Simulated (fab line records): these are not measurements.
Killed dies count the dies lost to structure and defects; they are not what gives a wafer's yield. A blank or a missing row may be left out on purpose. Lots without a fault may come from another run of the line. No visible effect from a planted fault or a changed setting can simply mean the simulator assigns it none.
Check of tool commonality / flow ritCmos / Lots sampled 14, wafers sampled 42

THE REASON FOR OPENING IT
2 of 14 lots carry a flag on the reading PSD_RS at RIT_SDANNEAL_RS_MEAS_04. Fault-free wafers read 115.89 ohm/sq, with a standard deviation of 0.26.
Rule: flag the lot when none of its wafers has a number, or when each of its wafers that has one lies beyond 4 standard deviations from that mean. As for the other lots, they are considered sound.

lot=L959; measured=day 3 02:57; on=filmMetro-02; PSD_RS (ohm/sq), wafer by wafer=115.69 115.21 115.46; flag=
lot=L961; measured=day 3 12:43; on=filmMetro-01; PSD_RS (ohm/sq), wafer by wafer=116.12 116.10 116.08; flag=
lot=L962; measured=day 3 20:48; on=filmMetro-01; PSD_RS (ohm/sq), wafer by wafer=116.17 115.82 115.89; flag=
lot=L963; measured=day 3 22:48; on=filmMetro-04; PSD_RS (ohm/sq), wafer by wafer=115.86 116.16 116.05; flag=
lot=L964; measured=day 4 03:42; on=filmMetro-02; PSD_RS (ohm/sq), wafer by wafer=116.00 116.22 115.92; flag=
lot=L965; measured=day 4 08:06; on=filmMetro-01; PSD_RS (ohm/sq), wafer by wafer=116.03 115.93 115.84; flag=
lot=L966; measured=day 4 11:58; on=filmMetro-04; PSD_RS (ohm/sq), wafer by wafer=115.67 115.84 115.54; flag=
lot=L968; measured=day 5 00:00; on=filmMetro-01; PSD_RS (ohm/sq), wafer by wafer=115.77 115.67 115.63; flag=
lot=L970; measured=day 5 08:17; on=filmMetro-02; PSD_RS (ohm/sq), wafer by wafer=115.79 116.14 116.08; flag=
lot=L973; measured=day 5 23:41; on=filmMetro-01; PSD_RS (ohm/sq), wafer by wafer=166.19 166.19 165.74; flag=FLAGGED
lot=L975; measured=day 6 08:41; on=filmMetro-04; PSD_RS (ohm/sq), wafer by wafer=166.48 166.31 166.06; flag=FLAGGED
lot=L978; measured=day 7 01:05; on=filmMetro-04; PSD_RS (ohm/sq), wafer by wafer=116.27 116.26 115.97; flag=
lot=L980; measured=day 7 10:54; on=filmMetro-04; PSD_RS (ohm/sq), wafer by wafer=115.79 116.02 115.94; flag=
lot=L982; measured=day 7 22:17; on=filmMetro-02; PSD_RS (ohm/sq), wafer by wafer=115.69 115.81 115.90; flag=
On average the flagged lots read 166.16 ohm/sq, which is +50.27 ohm/sq against the usual, or +99 or more standard deviations.

WHICH TOOL EACH LOT WENT THROUGH
The record keeps 1 process step preceding the reading, out of 202 steps on the route. Each cell gives the tool, then ch followed by the chambers the sampled wafers passed through, then the start.
lot=L959; flag=; RIT_SDANNEAL_RTA_03=rtpAnneal-02 ch 0, day 3 02:53
lot=L961; flag=; RIT_SDANNEAL_RTA_03=rtpAnneal-02 ch 0, day 3 12:39
lot=L962; flag=; RIT_SDANNEAL_RTA_03=rtpAnneal-01 ch 0, day 3 20:44
lot=L963; flag=; RIT_SDANNEAL_RTA_03=rtpAnneal-02 ch 0, day 3 22:45
lot=L964; flag=; RIT_SDANNEAL_RTA_03=rtpAnneal-01 ch 0, day 4 03:38
lot=L965; flag=; RIT_SDANNEAL_RTA_03=rtpAnneal-02 ch 0, day 4 08:02
lot=L966; flag=; RIT_SDANNEAL_RTA_03=rtpAnneal-01 ch 0, day 4 11:53
lot=L968; flag=; RIT_SDANNEAL_RTA_03=rtpAnneal-01 ch 0, day 4 23:56
lot=L970; flag=; RIT_SDANNEAL_RTA_03=rtpAnneal-01 ch 0, day 5 08:14
lot=L973; flag=FLAGGED; RIT_SDANNEAL_RTA_03=rtpAnneal-02 ch 0, day 5 23:38
lot=L975; flag=FLAGGED; RIT_SDANNEAL_RTA_03=rtpAnneal-02 ch 0, day 6 08:38
lot=L978; flag=; RIT_SDANNEAL_RTA_03=rtpAnneal-01 ch 0, day 7 01:02
lot=L980; flag=; RIT_SDANNEAL_RTA_03=rtpAnneal-01 ch 0, day 7 10:50
lot=L982; flag=; RIT_SDANNEAL_RTA_03=rtpAnneal-01 ch 0, day 7 22:13
What the steps here do:
- RIT_SDANNEAL_RTA_03: time 5 s.
- RIT_SDANNEAL_RS_MEAS_04: measures by four-point-probe.

FLAGGED OVER TOTAL, TOOL BY TOOL (the gauges that took the reading come last)
step=RIT_SDANNEAL_RTA_03; tool=rtpAnneal-01; lots run=8; flagged=0; share of the flagged lots=none; sound lots run after its first flagged lot=-
step=RIT_SDANNEAL_RTA_03; tool=rtpAnneal-02; lots run=6; flagged=2; share of the flagged lots=all; sound lots run after its first flagged lot=0
step=RIT_SDANNEAL_RS_MEAS_04; tool=filmMetro-01; lots run=5; flagged=1; share of the flagged lots=some; sound lots run after its first flagged lot=0
step=RIT_SDANNEAL_RS_MEAS_04; tool=filmMetro-02; lots run=4; flagged=0; share of the flagged lots=none; sound lots run after its first flagged lot=-
step=RIT_SDANNEAL_RS_MEAS_04; tool=filmMetro-04; lots run=5; flagged=1; share of the flagged lots=some; sound lots run after its first flagged lot=2 (L978,L980)

THE TABLE: WHAT IT ALLOWS
In the table, 1 row covers all flagged lots: rtpAnneal-02 at RIT_SDANNEAL_RTA_03.
- rtpAnneal-02 at RIT_SDANNEAL_RTA_03: 2 of its 6 lots flagged. Last sound lot L965 at day 4 08:02, first flagged lot L973 at day 5 23:38; a fault beginning in between fits. Its own readings lie more than 4 standard deviations out on every wafer of the flagged lots: wafer_temp_C_max.
rtpAnneal-02 at RIT_SDANNEAL_RTA_03 is the single tool remaining.

WHAT WAS PUT IN BY THE SIMULATOR
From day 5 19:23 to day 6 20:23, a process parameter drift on rtpAnneal-02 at RIT_SDANNEAL_RTA_03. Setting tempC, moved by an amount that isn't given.
Shown lots that were struck: L973, L975. This agrees with what the rule above found.
